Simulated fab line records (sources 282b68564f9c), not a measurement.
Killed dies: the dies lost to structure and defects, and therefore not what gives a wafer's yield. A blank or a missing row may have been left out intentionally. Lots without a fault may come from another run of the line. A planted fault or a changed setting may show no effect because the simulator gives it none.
A lot that was struck, set against a sound lot / flow rit cmos / 14 out of 202 route steps
Sound: these wafers, L130.1, L130.3, L130.6. Wafers L138.3, L138.5, L138.6 were the ones struck. At the end, the cause is stated.
Per side, at each step with rows, come the tool, then ch with its chambers, and then its first start. Under that, the readings that differ: sound wafers / struck wafers / difference of the means / sigmas: that difference in standard deviations of wafers without a fault.
alike: same words and numbers on both sides, and readings whose means sit less than 2 such deviations apart. not compared: any withheld reading, any reading some wafer has no value for, any bound like >300 that may hide the same value, and any number with overlapping values for which the record gives no deviation.
A row with sigmas, a row that says differs or no value, or rows on one side alone: a step with any of these is where the two part. Non-overlapping numbers with no deviation appear without sigmas and do not part them. Lack of a reading on every wafer of one side parts them only where that side has two or more wafers.

first, 4 steps without rows for these wafers: RIT_NWELL_SOFTBAKE_02 (time 60 s); RIT_NWELL_EXPOSE_03 (exposes mask M2, target cd 43900 nm); RIT_NWELL_PEB_04; RIT_NWELL_DEVELOP_05 (develop time 68 s).
RIT_NWELL_OVL_MEAS_06:
  sound on overlay-01, day 2 12:49; struck on overlay-01, day 4 07:07
  alike: NWELL_OVL
then, 2 steps without rows for these wafers: RIT_NWELL_HARDBAKE_07 (time 120 s); RIT_NWELL_IMPLANT_08.
RIT_NWELL_STRIP_09: strips in O2, time 180 s.
  sound on plasma asher-04 ch 1, day 2 13:23; struck on plasma asher-01 ch 0,1, day 4 07:35
  alike: drypump motor current A
  not compared: rf hours counter h
RIT_NWELL_TW_MEAS_10:
  sound on film metro-04, day 2 13:34; struck on film metro-04, day 4 07:44
  alike: NWELL_TW
then, 3 steps without rows for these wafers: RIT_PWELL_HMDS_00 (prime time 60 s); RIT_PWELL_COAT_01 (resist thk 1300 nm); RIT_PWELL_SOFTBAKE_02 (time 60 s).
RIT_PWELL_EXPOSE_03: exposes mask M3, target cd 43700 nm.
  sound on iline stepper-02 ch 0, day 2 14:05; struck on iline stepper-01, day 4 08:17
  no value came back on the struck wafers for exposure dose mJ cm2, focus offset nm (nm), na; on the sound wafers exposure dose mJ cm2 reads 250.11 250.17 250.07
  alike: mask
after that, 1 step had no rows for these wafers: RIT_PWELL_PEB_04.

== WHERE THEY PART ==
Only at RIT_PWELL_EXPOSE_03, as far as this record shows.

WHY: the cause the simulator had injected
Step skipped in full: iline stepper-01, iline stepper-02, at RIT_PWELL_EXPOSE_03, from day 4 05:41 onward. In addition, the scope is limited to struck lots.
